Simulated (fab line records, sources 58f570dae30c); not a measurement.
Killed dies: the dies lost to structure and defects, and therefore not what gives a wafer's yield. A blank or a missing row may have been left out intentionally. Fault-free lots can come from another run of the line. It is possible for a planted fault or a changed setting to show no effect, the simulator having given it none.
Comparing a struck lot with a sound one + flow berkeley cmos170 + 19 steps out of a route of 331
Sound: the wafers L296.1, L296.2, L296.5. Wafers struck: L311.3, L311.4, L311.5. Last of all comes the cause.
For every step that has rows: the tool of each side, followed by ch and its chambers, followed by its first start. Under that, the readings that differ: sound wafers + struck wafers + difference of the means + sigmas: that difference in standard deviations of wafers without a fault.
alike: words and numbers the same on both sides, and readings whose means are apart by under 2 such deviations; not compared: readings that were withheld, readings missing a value for some wafer, numbers with overlapping values and no deviation given by the record, and bounds like >300 which may hide the same value.
A row with sigmas, a row that says differs or no value, or rows on one side alone: a step with any of these is where the two part. Numbers that don't overlap but have no deviation are shown without sigmas and don't part them. A reading missing from all wafers of one side parts the sides only when that side holds two or more wafers.

UCB170_M1_CD_MEAS_90: target cd 700 nm.
  sound on cd sem-02 at day 7 19:22; struck on cd sem-01 at day 11 14:22
  alike: cd nm
then, 1 step without rows for these wafers: UCB170_M1_ANNEAL_14 (time 1200 s).
UCB170_V1_CVD_00: deposits SiO2 from TEOS/O2, target thk 2000 nm, time 250 s.
  sound on pecvd-04 ch 0,1,2, day 7 23:58; struck on pecvd-03 ch 0,1, day 11 18:28
  alike: heater power w, pressure mtorr
UCB170_V1_THK_MEAS_01:
  sound on film metro-03 at day 8 00:07; struck on film metro-02 at day 11 18:38
  alike: V1_TEOS_THK
UCB170_V1_CMP_02: polishes SiO2.
  sound on cmp-01 ch 1,3, day 8 00:14; struck on cmp-02 ch 0,1,3, day 11 19:00
  alike: motor current A, slurry filter dp kPa
UCB170_V1_BOW_MEAS_03:
  sound on film metro-01 at day 8 00:29; struck on film metro-02 at day 11 19:14
  alike: V1_BOW
UCB170_V1_THK_MEAS_04:
  sound on film metro-01 at day 8 00:36; struck on film metro-02 at day 11 19:20
  alike: V1_POLISHED_THK
then, 5 steps without rows for these wafers: UCB170_V1_CLEAN_05 (cleans in DIW); UCB170_V1_HMDS_06 (prime time 60 s); UCB170_V1_COAT_07 (resist thk 900 nm); UCB170_V1_SOFTBAKE_08 (time 60 s); UCB170_V1_EXPOSE_09 (exposes mask VIA1, target cd 700 nm).
UCB170_V1_PEB_10:
  sound on litho track-02 ch 0, day 8 04:23; struck on litho track-03 ch 0, day 11 21:30
| reading                  | sound             | struck            | difference | sigmas |
|--------------------------|-------------------|-------------------|------------|--------|
| heater power total W (W) | 56.83 56.88 56.78 | 58.74 58.82 58.72 | +1.93      | +48    |
then, 1 step without rows for these wafers: UCB170_V1_DEVELOP_11 (develop time 45 s).
UCB170_V1_CD_MEAS_12: target cd 700 nm.
  sound on cd sem-01 at day 8 04:39; struck on cd sem-02 at day 11 22:05
| reading    | sound             | struck            | difference | sigmas |
|------------|-------------------|-------------------|------------|--------|
| cd nm (nm) | 699.0 699.1 700.0 | 693.0 692.3 693.1 | -6.6       | -4     |
  not compared: hold
UCB170_V1_OVL_MEAS_13:
  sound on overlay-01 at day 8 04:46; struck on overlay-02 at day 12 03:15
| reading | sound | struck                                                                     | difference                   | sigmas |
|---------|-------|----------------------------------------------------------------------------|------------------------------|--------|
| hold    | - - - | await dispo/5.1h/release await dispo/5.1h/release await dispo/5.1h/release | no value on the sound wafers |        |
  alike: V1_OVL
UCB170_V1_ETCH_14: etches SiO2 in CHF3/CF4/Ar, stops on Al, target depth 1250 nm, time 291 s.
  sound on rie diel-01 ch 0,2,3, day 8 04:49; struck on rie diel-01 ch 0,2,3, day 12 03:17
| reading             | sound             | struck            | difference | sigmas |
|---------------------|-------------------|-------------------|------------|--------|
| model.V1.cd nm (nm) | 701.6 699.1 700.2 | 692.6 694.8 692.4 | -7.0       |        |
  alike: drypump motor current A, oes product au, throttle valve pct
  not compared: rf hours counter h
UCB170_V1_STRIP_15: strips in O2.
  sound on plasma asher-02 ch 0,1, day 8 04:59; struck on plasma asher-01 ch 0,1, day 12 03:29
  alike: drypump motor current A, oes product au, strip time to endpoint s
  not compared: rf hours counter h
UCB170_M3_PROBE_99:
  rows exist in the record for the struck wafers here (prober-01, day 12 15:08), but not for the sound ones

WHERE THEY PART
Earliest at UCB170_V1_PEB_10; latest, in this record, at UCB170_M3_PROBE_99.

WHY: the cause the simulator had injected
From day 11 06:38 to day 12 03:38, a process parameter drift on litho track-03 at UCB170_V1_PEB_10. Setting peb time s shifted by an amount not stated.
